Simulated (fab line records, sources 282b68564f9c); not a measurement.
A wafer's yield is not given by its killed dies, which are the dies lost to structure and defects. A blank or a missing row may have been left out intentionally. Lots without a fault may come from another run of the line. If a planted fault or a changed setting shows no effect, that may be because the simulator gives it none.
fab line records ; flow rit_cmos
[record] lots = 14; wafers = 42; last_day = 7
route steps=202 shown ACTIVE@12 PWELL@52 GATE@81 M1@202
lots that met no fault: taken from a fault-free run of the same line
start_h: the number of hours between the record's first day and the start of the first shown wafer of the lot ; wait_h: hours from the lot's prior step to this one ; " same as the row above ; L1.1+2: one row covering several wafers at once ; - value missing, or start not given ; * or withheld: withheld ; < > ~ a bound
route shown NAME@n: names a module that has steps shown in the file, with the first one's number in the route ; usual: the fault-free wafers' mean and standard deviation ; same: alike in all rows ; chamber/n: place in a boat ; sites: per-site readings ; _std_site: how widely they spread, as a standard deviation ; _edge_site: inner sites' mean taken away from outer sites' mean ; radius_mm: for every site, how far away it sits from the centre of the wafer ; mask NAME#n: copy n ; behind: tool/chamber where the wafer was last shaped ; hold: reason for holding the lot/hours on hold/outcome of the hold ; device: transistor that didn't switch, given as n, p or np ; end of line: tests run on the same wafers once the route is complete ; a step without rows: its recipe alone ; killed: dies that structure and defects cost at the first sort, which is not the same as the wafer's yield ; map: a wafer's dies, x killed, . not, _ none there
set.NAME: the run value of the setting; set.NAME@STEP: its run value at that earlier step ; model.NAME: the simulator's own value behind a step, which no gauge read
steps of the route over a sample of lots; a table a step, a row a wafer
services: when a tool's chamber went out of use (start_h, in hours from the record's first day, below 0 if earlier), for how many hours, and the reason
[[steps]]
[step RIT_ACTIVE_CD_MEAS_11]
[recipe] target_cd_nm = 1400
[usual] cd_nm = 1399.2/2.4
lot.wafer;tool;chamber;start_h;wait_h;cd_nm
L206.3;cd_sem-02;-;18.11;-;1394.2
L206.5;cd_sem-02;-;18.11;-;1395.7
L206.6;cd_sem-02;-;18.11;-;1395.3
L207.1;cd_sem-02;-;23.70;-;1397.6
L207.3;cd_sem-02;-;23.70;-;1397.1
L207.6;cd_sem-02;-;23.70;-;1398.9
L208.2;cd_sem-01;-;29.94;-;1400.4
L208.3;cd_sem-01;-;29.94;-;1399.9
L208.4;cd_sem-01;-;29.94;-;1401.0
L211.1;cd_sem-01;-;42.99;-;1402.1
L211.2;cd_sem-01;-;42.99;-;1400.5
L211.6;cd_sem-01;-;42.99;-;1400.9
L213.3;cd_sem-02;-;51.29;-;1397.4
L213.4;cd_sem-02;-;51.29;-;1397.8
L213.5;cd_sem-02;-;51.29;-;1397.4
L212.2;cd_sem-01;-;51.39;-;1395.2
L212.3;cd_sem-01;-;51.39;-;1394.9
L212.5;cd_sem-01;-;51.39;-;1396.7
L217.3;cd_sem-01;-;70.77;-;1399.2
L217.4;cd_sem-01;-;70.77;-;1399.8
L217.6;cd_sem-01;-;70.77;-;1398.0
L218.2;cd_sem-02;-;76.05;-;1398.9
L218.5;cd_sem-02;-;76.05;-;1399.4
L218.6;cd_sem-02;-;76.05;-;1401.1
L220.3;cd_sem-02;-;85.41;-;1401.3
L220.4;cd_sem-02;-;85.41;-;1403.9
L220.6;cd_sem-02;-;85.41;-;1401.7
L221.1;cd_sem-02;-;90.32;-;1401.0
L221.3;cd_sem-02;-;90.32;-;1401.8
L221.6;cd_sem-02;-;90.32;-;1401.5
L225.2;cd_sem-01;-;110.80;-;1398.7
L225.4;cd_sem-01;-;110.80;-;1397.5
L225.5;cd_sem-01;-;110.80;-;1396.1
L226.3;cd_sem-01;-;115.32;-;1394.4
L226.4;cd_sem-01;-;115.32;-;1397.8
L226.6;cd_sem-01;-;115.32;-;1395.0
L227.1;cd_sem-01;-;120.02;-;1396.2
L227.4;cd_sem-01;-;120.02;-;1397.3
L227.6;cd_sem-01;-;120.02;-;1396.8
L229.2;cd_sem-01;-;132.34;-;1398.5
L229.4;cd_sem-01;-;132.34;-;1397.6
L229.5;cd_sem-01;-;132.34;-;1396.9
[step RIT_ACTIVE_STRIP_14]
[recipe] chemistry = O2; time_s = 180; resist = NOVOLAK; platen_temp_c = withheld; power_w = 500; pressure_mtorr = 4000; o2_flow_sccm = 4000
[usual] drypump_motor_current_A = 5.9/0.47
lot.wafer;tool;chamber;start_h;wait_h;drypump_motor_current_A;rf_hours_counter_h
L206.3;plasma_asher-04;1;18.53;0.1;6.7;-
L206.5;plasma_asher-04;0;18.53;0.1;6.4;-
L206.6;plasma_asher-04;1;18.53;0.1;6.7;-
L207.1;plasma_asher-03;1;24.11;0.1;5.4;35
L207.3;plasma_asher-03;1;24.11;0.1;5.5;-
L207.6;plasma_asher-03;0;24.11;0.1;5.9;-
L208.2;plasma_asher-02;0;30.33;0.1;5.8;39
L208.3;plasma_asher-02;0;30.33;0.1;5.8;-
L208.4;plasma_asher-02;1;30.33;0.1;5.4;-
L211.1;plasma_asher-04;0;43.39;0.1;6.4;25
L211.2;plasma_asher-04;1;43.39;0.1;6.7;25
L211.6;plasma_asher-04;1;43.39;0.1;6.7;-
L213.3;plasma_asher-03;1;51.72;0.1;5.5;-
L213.4;plasma_asher-03;0;51.72;0.1;5.9;-
L213.5;plasma_asher-03;0;51.72;0.1;5.9;-
L212.2;plasma_asher-02;0;51.81;0.1;5.8;41
L212.3;plasma_asher-02;0;51.81;0.1;5.8;-
L212.5;plasma_asher-02;1;51.81;0.1;5.4;-
L217.3;plasma_asher-03;1;71.20;0.1;5.5;-
L217.4;plasma_asher-03;0;71.20;0.1;5.9;-
L217.6;plasma_asher-03;1;71.20;0.1;5.5;-
L218.2;plasma_asher-02;0;76.43;0.1;5.8;44
L218.5;plasma_asher-02;1;76.43;0.1;5.4;-
L218.6;plasma_asher-02;0;76.43;0.1;5.8;-
L220.3;plasma_asher-04;1;85.94;0.1;6.7;-
L220.4;plasma_asher-04;0;85.94;0.1;6.3;-
L220.6;plasma_asher-04;0;85.94;0.1;6.4;-
L221.1;plasma_asher-03;1;90.72;0.1;5.5;42
L221.3;plasma_asher-03;0;90.72;0.1;5.9;-
L221.6;plasma_asher-03;0;90.72;0.1;5.9;-
L225.2;plasma_asher-02;1;111.18;0.1;5.4;50
L225.4;plasma_asher-02;0;111.18;0.1;5.8;-
L225.5;plasma_asher-02;0;111.18;0.1;5.8;-
L226.3;plasma_asher-04;0;115.75;0.1;6.4;-
L226.4;plasma_asher-04;1;115.75;0.1;6.7;-
L226.6;plasma_asher-04;0;115.75;0.1;6.3;-
L227.1;plasma_asher-02;0;120.45;0.1;5.8;51
L227.4;plasma_asher-02;0;120.45;0.1;5.7;-
L227.6;plasma_asher-02;0;120.45;0.1;5.8;-
L229.2;plasma_asher-04;0;132.73;0.1;6.4;37
L229.4;plasma_asher-04;0;132.73;0.1;6.4;-
L229.5;plasma_asher-04;1;132.73;0.1;6.7;-
[step RIT_WELLDRIVE_RS_MEAS_02]
[recipe] thk_meas_gauge = four-point-probe
[usual] PWELL_RS = 429.8/1.2
lot.wafer;tool;chamber;start_h;wait_h;PWELL_RS[ohm/sq]
L206.3;film_metro-01;-;43.84;0.1;428.9
L206.5;film_metro-01;-;43.84;0.1;430.5
L206.6;film_metro-01;-;43.84;0.1;429.2
L207.1;film_metro-04;-;50.20;0.1;429.2
L207.3;film_metro-04;-;50.20;0.1;430.3
L207.6;film_metro-04;-;50.20;0.1;430.0
L208.2;film_metro-01;-;55.55;0.1;428.2
L208.3;film_metro-01;-;55.55;0.1;430.6
L208.4;film_metro-01;-;55.55;0.1;430.1
L211.1;film_metro-01;-;63.54;0.1;429.3
L211.2;film_metro-01;-;63.54;0.1;429.1
L211.6;film_metro-01;-;63.54;0.1;429.6
L212.2;film_metro-03;-;67.02;0.1;429.8
L212.3;film_metro-03;-;67.02;0.1;430.5
L212.5;film_metro-03;-;67.02;0.1;429.8
L213.3;film_metro-04;-;67.04;0.1;429.0
L213.4;film_metro-04;-;67.04;0.1;429.4
L213.5;film_metro-04;-;67.04;0.1;428.4
L217.3;film_metro-01;-;89.17;0.1;428.2
L217.4;film_metro-01;-;89.17;0.1;429.4
L217.6;film_metro-01;-;89.17;0.1;428.4
L218.2;film_metro-01;-;93.41;0.1;429.5
L218.5;film_metro-01;-;93.41;0.1;431.1
L218.6;film_metro-01;-;93.41;0.1;432.1
L220.3;film_metro-01;-;101.54;0.1;428.4
L220.4;film_metro-01;-;101.54;0.1;428.0
L220.6;film_metro-01;-;101.54;0.1;427.6
L221.1;film_metro-01;-;106.58;0.1;431.3
L221.3;film_metro-01;-;106.58;0.1;429.7
L221.6;film_metro-01;-;106.58;0.1;428.6
L225.2;film_metro-03;-;129.49;0.1;429.3
L225.4;film_metro-03;-;129.49;0.1;427.8
L225.5;film_metro-03;-;129.49;0.1;428.7
L226.3;film_metro-04;-;129.51;0.1;431.2
L226.4;film_metro-04;-;129.51;0.1;432.3
L226.6;film_metro-04;-;129.51;0.1;432.8
L227.1;film_metro-01;-;141.54;0.1;429.7
L227.4;film_metro-01;-;141.54;0.1;427.9
L227.6;film_metro-01;-;141.54;0.1;428.6
L229.2;film_metro-04;-;147.62;0.1;430.3
L229.4;film_metro-04;-;147.62;0.1;428.5
L229.5;film_metro-04;-;147.62;0.1;428.8
[step RIT_GATE_OXIDATION_05]
[recipe] temp_c = 900; ambient = O2; target_thk_a = 30; ox_time_s = 270
[usual] spike_tc_load_C = 928.5/1.7
lot.wafer;tool;chamber;start_h;wait_h;spike_tc_load_C
L206.3;furnace-01;0;49.36;1.5;928.4
L206.5;furnace-01;0;49.36;1.5;927.5
L206.6;furnace-01;0;49.36;1.5;926.9
L207.1;furnace-01;0;54.55;0.4;927.6
L207.3;furnace-01;0;54.55;0.4;927.5
L207.6;furnace-01;0;54.55;0.4;926.2
L208.2;furnace-01;0;60.72;1.0;927.4
L208.3;furnace-01;0;60.72;1.0;928.1
L208.4;furnace-01;0;60.72;1.0;927.1
L211.1;furnace-03;0;67.71;0.1;929.1
L211.2;furnace-03;0;67.71;0.1;930.1
L211.6;furnace-03;0;67.71;0.1;929.4
L212.2;furnace-03;0;73.52;1.9;929.0
L212.3;furnace-03;0;73.52;1.9;928.8
L212.5;furnace-03;0;73.52;1.9;928.3
L213.3;furnace-03;0;73.52;2.1;928.1
L213.4;furnace-03;0;73.52;2.1;929.4
L213.5;furnace-03;0;73.52;2.1;930.2
L217.3;furnace-04;0;93.49;0.7;932.1
L217.4;furnace-04;0;93.49;0.7;931.1
L217.6;furnace-04;0;93.49;0.7;930.3
L218.2;furnace-01;0;98.08;0.9;927.2
L218.5;furnace-01;0;98.08;0.9;925.7
L218.6;furnace-01;0;98.08;0.9;927.9
L220.3;furnace-03;0;108.39;3.1;927.1
L220.4;furnace-03;0;108.39;3.1;928.0
L220.6;furnace-03;0;108.39;3.1;929.5
L221.1;furnace-03;0;112.02;1.7;929.5
L221.3;furnace-03;0;112.02;1.7;929.0
L221.6;furnace-03;0;112.02;1.7;929.8
L225.2;furnace-04;0;133.74;0.0;932.5
L225.4;furnace-04;0;133.74;0.0;930.4
L225.5;furnace-04;0;133.74;0.0;929.9
L226.3;furnace-01;0;133.95;0.0;927.1
L226.4;furnace-01;0;133.95;0.0;926.5
L226.6;furnace-01;0;133.95;0.0;926.4
L227.1;furnace-01;0;147.35;2.0;927.8
L227.4;furnace-01;0;147.35;2.0;928.0
L227.6;furnace-01;0;147.35;2.0;927.3
L229.2;furnace-01;0;151.56;0.0;926.2
L229.4;furnace-01;0;151.56;0.0;926.0
L229.5;furnace-01;0;151.56;0.0;929.2
[step RIT_GATE_THK_MEAS_07]
[recipe] reads = SiO2_of_GATE_OXIDATION_05
[usual] GATE_OXIDE_THK = 3.04/0.063
lot.wafer;tool;chamber;start_h;wait_h;GATE_OXIDE_THK[nm]
L206.3;film_metro-01;-;52.02;0.0;3.03
L206.5;film_metro-01;-;52.02;0.0;3.06
L206.6;film_metro-01;-;52.02;0.0;2.95
L207.1;film_metro-03;-;58.34;0.0;3.07
L207.3;film_metro-03;-;58.34;0.0;3.00
L207.6;film_metro-03;-;58.34;0.0;3.00
L208.2;film_metro-01;-;64.55;0.0;3.06
L208.3;film_metro-01;-;64.55;0.0;2.99
L208.4;film_metro-01;-;64.55;0.0;3.04
L211.1;film_metro-02;-;69.03;0.0;3.02
L211.2;film_metro-02;-;69.03;0.0;2.97
L211.6;film_metro-02;-;69.03;0.0;3.05
L212.2;film_metro-02;-;77.40;0.0;2.96
L212.3;film_metro-02;-;77.40;0.0;3.05
L212.5;film_metro-02;-;77.40;0.0;3.09
L213.3;film_metro-03;-;77.41;0.0;3.07
L213.4;film_metro-03;-;77.41;0.0;3.03
L213.5;film_metro-03;-;77.41;0.0;3.05
L217.3;film_metro-01;-;94.85;0.0;3.06
L217.4;film_metro-01;-;94.85;0.0;3.01
L217.6;film_metro-01;-;94.85;0.0;3.05
L218.2;film_metro-01;-;100.18;0.0;2.89
L218.5;film_metro-01;-;100.18;0.0;3.03
L218.6;film_metro-01;-;100.18;0.0;2.95
L220.3;film_metro-02;-;110.86;0.0;4.98
L220.4;film_metro-02;-;110.86;0.0;4.98
L220.6;film_metro-02;-;110.86;0.0;4.95
L221.1;film_metro-01;-;114.34;0.0;4.94
L221.3;film_metro-01;-;114.34;0.0;4.90
L221.6;film_metro-01;-;114.34;0.0;4.95
L225.2;film_metro-02;-;135.08;0.0;2.96
L225.4;film_metro-02;-;135.08;0.0;2.99
L225.5;film_metro-02;-;135.08;0.0;2.94
L226.3;film_metro-01;-;135.34;0.0;3.02
L226.4;film_metro-01;-;135.34;0.0;3.09
L226.6;film_metro-01;-;135.34;0.0;3.02
L227.1;film_metro-02;-;149.62;0.0;3.16
L227.4;film_metro-02;-;149.62;0.0;3.09
L227.6;film_metro-02;-;149.62;0.0;3.13
L229.2;film_metro-03;-;153.39;0.0;3.11
L229.4;film_metro-03;-;153.39;0.0;3.07
L229.5;film_metro-03;-;153.39;0.0;3.08
[step RIT_M1_PROBE_99]
[usual] killed_at_M0_to_M3 = 0.0/0.14; killed_at_contacts = 0.0/0.2; killed_at_front_end = 7.3/2.8; killed_dies = 7.3/2.8; killed_on_rim = 1.9/1.3; killed_open = 3.8/1.9; killed_short = 3.5/1.8
[same] gross_dies = 264; killed_at_M4_up = 0; killed_at_back_side = 0; killed_at_other = 0
lot.wafer;tool;chamber;start_h;wait_h;killed_at_M0_to_M3;killed_at_contacts;killed_at_front_end;killed_dies;killed_on_rim;killed_open;killed_short
L206.3;prober-01;-;77.67;0.2;0;0;7;7;2;2;5
L206.5;prober-01;-;77.77;0.2;0;0;6;6;4;5;1
L206.6;prober-01;-;77.82;0.2;0;0;3;3;1;3;0
L207.1;prober-02;-;84.26;0.1;0;0;8;8;0;3;5
L207.3;prober-02;-;84.36;0.2;0;0;6;6;1;4;2
L207.6;prober-02;-;84.51;0.2;0;0;13;13;4;5;8
L208.2;prober-01;-;89.75;0.1;1;0;6;7;3;2;5
L208.3;prober-01;-;89.80;0.2;0;0;1;1;0;1;0
L208.4;prober-01;-;89.85;0.2;0;0;11;11;3;8;3
L211.1;prober-01;-;94.25;0.1;1;0;6;7;2;3;4
L211.2;prober-01;-;94.30;0.1;0;0;6;6;0;2;4
L211.6;prober-01;-;94.50;0.2;0;0;6;6;1;3;3
L213.3;prober-01;-;101.03;0.2;0;0;7;7;2;4;3
L213.4;prober-01;-;101.08;0.2;0;0;8;8;0;3;5
L213.5;prober-01;-;101.13;0.2;0;0;4;4;1;3;1
L212.2;prober-02;-;102.57;0.1;0;0;12;12;4;3;9
L212.3;prober-02;-;102.62;0.2;0;0;9;9;3;3;6
L212.5;prober-02;-;102.72;0.2;0;0;6;6;3;3;3
L217.3;prober-02;-;118.92;0.2;0;0;8;8;3;4;4
L217.4;prober-02;-;118.97;0.2;0;0;6;6;2;3;3
L217.6;prober-02;-;119.07;0.2;0;0;13;13;3;9;4
L218.2;prober-01;-;123.40;0.1;0;0;10;10;2;6;4
L218.5;prober-01;-;123.55;0.2;0;0;2;2;0;0;2
L218.6;prober-01;-;123.60;0.2;0;0;7;7;4;2;5
L220.3;prober-01;-;135.61;0.2;0;0;5;5;2;3;2
L220.4;prober-01;-;135.66;0.2;0;0;7;7;3;3;4
L220.6;prober-01;-;135.76;0.2;0;0;8;8;1;3;5
L221.1;prober-02;-;137.57;0.1;1;0;8;9;1;5;4
L221.3;prober-02;-;137.67;0.2;0;1;7;8;2;4;4
L221.6;prober-02;-;137.82;0.2;0;0;10;10;3;4;6
L225.2;prober-02;-;159.42;0.1;0;0;8;8;3;4;4
L225.4;prober-02;-;159.52;0.2;0;0;11;11;4;4;7
L225.5;prober-02;-;159.57;0.2;0;0;6;6;2;4;2
L226.3;prober-01;-;160.97;0.2;0;0;10;10;6;5;5
L226.4;prober-01;-;161.02;0.2;0;0;8;8;0;5;3
L226.6;prober-01;-;161.12;0.2;0;0;9;9;3;5;4
L227.1;prober-02;-;172.35;0.1;0;0;10;10;4;6;4
L227.4;prober-02;-;172.50;0.2;0;0;8;8;4;7;1
L227.6;prober-02;-;172.60;0.2;0;0;3;3;0;2;1
L229.2;prober-02;-;176.69;0.1;0;0;3;3;0;3;0
L229.4;prober-02;-;176.79;0.2;0;0;4;4;1;2;2
L229.5;prober-02;-;176.84;0.2;0;0;6;6;2;1;5
// killed by level:class
L206.3 GATE:geometric_particle:open=2 REOX:geometric_particle:short=2 SPACER:geometric_particle:short=2 FOX1:geometric_particle:short=1
L206.5 REOX:geometric_particle:open=3 FOX2:geometric_particle:open=1 REOX:geometric_particle:short=1 SPACER:geometric_particle:open=1
L206.6 REOX:geometric_particle:open=1 SPACER:geometric_particle:open=1 SILICIDE:geometric_particle:open=1
L207.1 FOX2:geometric_particle:short=2 FOX1:geometric_particle:short=1 FOX2:geometric_particle:open=1 GATE:geometric_particle:short=1 GATE:geometric_particle:open=1 REOX:geometric_particle:short=1 SILICIDE:geometric_particle:open=1
L207.3 SPACER:geometric_particle:open=2 FOX1:geometric_particle:short=1 GATE:geometric_particle:open=1 REOX:geometric_particle:open=1 SPACER:geometric_particle:short=1
L207.6 GATE:geometric_particle:short=4 GATE:geometric_particle:open=3 REOX:geometric_particle:short=2 FOX1:geometric_particle:short=1 FOX2:geometric_particle:open=1 SPACER:geometric_particle:open=1 SILICIDE:geometric_particle:short=1
L208.2 GATE:geometric_particle:short=3 GATE:geometric_particle:open=1 REOX:geometric_particle:open=1 SPACER:geometric_particle:short=1 M1:geometric_particle:short=1
L208.3 FOX2:geometric_particle:open=1
L208.4 GATE:geometric_particle:open=5 SPACER:geometric_particle:open=2 SILICIDE:geometric_particle:short=2 GATE:geometric_particle:short=1 REOX:geometric_particle:open=1
L211.1 FOX1:geometric_particle:open=1 FOX1:geometric_particle:short=1 FOX2:geometric_particle:short=1 GATE:geometric_particle:open=1 GATE:geometric_particle:short=1 SPACER:geometric_particle:open=1 M1:geometric_particle:short=1
L211.2 FOX1:geometric_particle:short=3 FOX1:geometric_particle:open=1 GATE:geometric_particle:open=1 GATE:geometric_particle:short=1
L211.6 FOX1:geometric_particle:open=2 SILICIDE:geometric_particle:short=2 FOX2:geometric_particle:short=1 FOX2:geometric_particle:open=1
L213.3 REOX:geometric_particle:open=2 FOX1:geometric_particle:open=1 FOX1:geometric_particle:short=1 FOX2:geometric_particle:short=1 GATE:geometric_particle:open=1 SPACER:geometric_particle:short=1
L213.4 FOX1:geometric_particle:short=3 FOX1:geometric_particle:open=1 GATE:geometric_particle:short=1 REOX:geometric_particle:open=1 SILICIDE:geometric_particle:open=1 SILICIDE:geometric_particle:short=1
L213.5 SILICIDE:geometric_particle:open=2 FOX1:geometric_particle:open=1 REOX:geometric_particle:short=1
L212.2 GATE:geometric_particle:short=7 GATE:geometric_particle:open=2 FOX1:geometric_particle:short=1 REOX:geometric_particle:open=1 SPACER:geometric_particle:short=1
L212.3 GATE:geometric_particle:short=2 REOX:geometric_particle:open=2 SILICIDE:geometric_particle:short=2 FOX2:geometric_particle:short=1 REOX:geometric_particle:short=1 SILICIDE:geometric_particle:open=1
L212.5 REOX:geometric_particle:short=2 FOX2:geometric_particle:open=1 FOX2:geometric_particle:short=1 GATE:geometric_particle:open=1 REOX:geometric_particle:open=1
L217.3 GATE:geometric_particle:short=2 FOX1:geometric_particle:short=1 GATE:geometric_particle:open=1 REOX:geometric_particle:open=1 SPACER:geometric_particle:open=1 SILICIDE:geometric_particle:open=1 SILICIDE:geometric_particle:short=1
L217.4 GATE:geometric_particle:short=3 FOX1:geometric_particle:open=1 GATE:geometric_particle:open=1 SILICIDE:geometric_particle:open=1
L217.6 FOX2:geometric_particle:open=2 GATE:geometric_particle:open=2 REOX:geometric_particle:open=2 SPACER:geometric_particle:open=2 ACTIVE:geometric_particle:open=1 FOX1:geometric_particle:short=1 GATE:geometric_particle:short=1 REOX:geometric_particle:short=1
L218.2 GATE:geometric_particle:short=3 GATE:geometric_particle:open=3 SPACER:geometric_particle:open=2 FOX2:geometric_particle:short=1 SILICIDE:geometric_particle:open=1
L218.5 GATE:geometric_particle:short=1 REOX:geometric_particle:short=1
L218.6 GATE:geometric_particle:short=3 FOX1:geometric_particle:short=1 FOX2:geometric_particle:short=1 GATE:geometric_particle:open=1 REOX:geometric_particle:open=1
L220.3 FOX1:geometric_particle:open=2 FOX2:geometric_particle:open=1 REOX:geometric_particle:short=1 STARTING-WAFER:geometric_particle:short=1
L220.4 GATE:geometric_particle:short=2 GATE:geometric_particle:open=2 FOX2:geometric_particle:short=1 REOX:geometric_particle:short=1 SPACER:geometric_particle:open=1
L220.6 GATE:geometric_particle:short=3 FOX1:geometric_particle:short=1 GATE:geometric_particle:open=1 REOX:geometric_particle:short=1 SPACER:geometric_particle:open=1 SILICIDE:geometric_particle:open=1
L221.1 FOX1:geometric_particle:short=2 GATE:geometric_particle:open=2 REOX:geometric_particle:open=2 FOX2:geometric_particle:open=1 GATE:geometric_particle:short=1 M1:geometric_particle:short=1
L221.3 REOX:geometric_particle:short=2 FOX1:geometric_particle:open=1 GATE:geometric_particle:open=1 GATE:geometric_particle:short=1 REOX:geometric_particle:open=1 SPACER:geometric_particle:open=1 CONTACT:geometric_particle:short=1
L221.6 GATE:geometric_particle:short=4 FOX1:geometric_particle:open=2 REOX:geometric_particle:short=2 GATE:geometric_particle:open=1 SPACER:geometric_particle:open=1
L225.2 FOX1:geometric_particle:open=2 REOX:geometric_particle:short=2 GATE:geometric_particle:short=1 GATE:geometric_particle:open=1 SILICIDE:geometric_particle:open=1 SILICIDE:geometric_particle:short=1
L225.4 SILICIDE:geometric_particle:open=3 FOX1:geometric_particle:short=2 GATE:geometric_particle:short=2 SILICIDE:geometric_particle:short=2 FOX1:geometric_particle:open=1 REOX:geometric_particle:short=1
L225.5 FOX2:geometric_particle:open=2 FOX1:geometric_particle:open=1 FOX2:geometric_particle:short=1 GATE:geometric_particle:open=1 REOX:geometric_particle:short=1
L226.3 SILICIDE:geometric_particle:short=3 GATE:geometric_particle:open=2 SILICIDE:geometric_particle:open=2 FOX1:geometric_particle:open=1 FOX1:geometric_particle:short=1 FOX2:geometric_particle:short=1
L226.4 GATE:geometric_particle:open=3 FOX1:geometric_particle:short=1 FOX2:geometric_particle:open=1 GATE:geometric_particle:short=1 SPACER:geometric_particle:open=1 SPACER:geometric_particle:short=1
L226.6 FOX1:geometric_particle:short=2 GATE:geometric_particle:short=2 SILICIDE:geometric_particle:open=2 FOX1:geometric_particle:open=1 FOX2:geometric_particle:open=1 GATE:geometric_particle:open=1
L227.1 GATE:geometric_particle:open=4 FOX1:geometric_particle:open=1 FOX2:geometric_particle:short=1 FOX2:geometric_particle:open=1 REOX:geometric_particle:short=1 SPACER:geometric_particle:short=1 SILICIDE:geometric_particle:short=1
L227.4 GATE:geometric_particle:open=5 ACTIVE:geometric_particle:open=1 FOX1:geometric_particle:open=1 GATE:geometric_particle:short=1
L227.6 GATE:geometric_particle:open=1 REOX:geometric_particle:short=1 SILICIDE:geometric_particle:open=1
L229.2 GATE:geometric_particle:open=2 SILICIDE:geometric_particle:open=1
L229.4 FOX1:geometric_particle:short=1 FOX2:geometric_particle:open=1 GATE:geometric_particle:open=1 GATE:geometric_particle:short=1
L229.5 GATE:geometric_particle:short=3 FOX1:geometric_particle:short=1 GATE:geometric_particle:open=1 SPACER:geometric_particle:short=1
[[services]]
tool;chamber;start_h;hours;kind
furnace-01;-;2.37;40.8;pm
furnace-04;-;42.68;4.2;pm
furnace-01;-;43.22;3.5;pm
furnace-03;-;55.41;4.3;pm
furnace-04;-;106.65;2.6;pm
furnace-03;-;147.48;3.7;pm
[[key]]
[first_sign] step = RIT_GATE_THK_MEAS_07; reading = GATE_OXIDE_THK; direction = up; sigmas = 31; usual = 3.04; struck = 4.95
effect none on later readings
met_at RIT_GATE_OXIDATION_05
struck_lots L220,L221
tester_left_out L220,L221
not_acting_at RIT_ACTIVE_CD_MEAS_11,RIT_ACTIVE_STRIP_14,RIT_WELLDRIVE_RS_MEAS_02
onset_between 73.52 108.39
[fault] kind = process_parameter_drift; tool = furnace-03; chamber = -; onset_h = 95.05; steps = RIT_GATE_OXIDATION_05; channel = ox_time_s; offset = *; shape = step; end_h = 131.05; acts_in = *; stated = *
// tester_left_out: of these lots the tester's yield and bins aren't shown, on N5 and GAA mostly nor the transistor test; their killed dies are dies lost to structure and defects alone, not to doping, threshold or leakage, so they don't give the yield
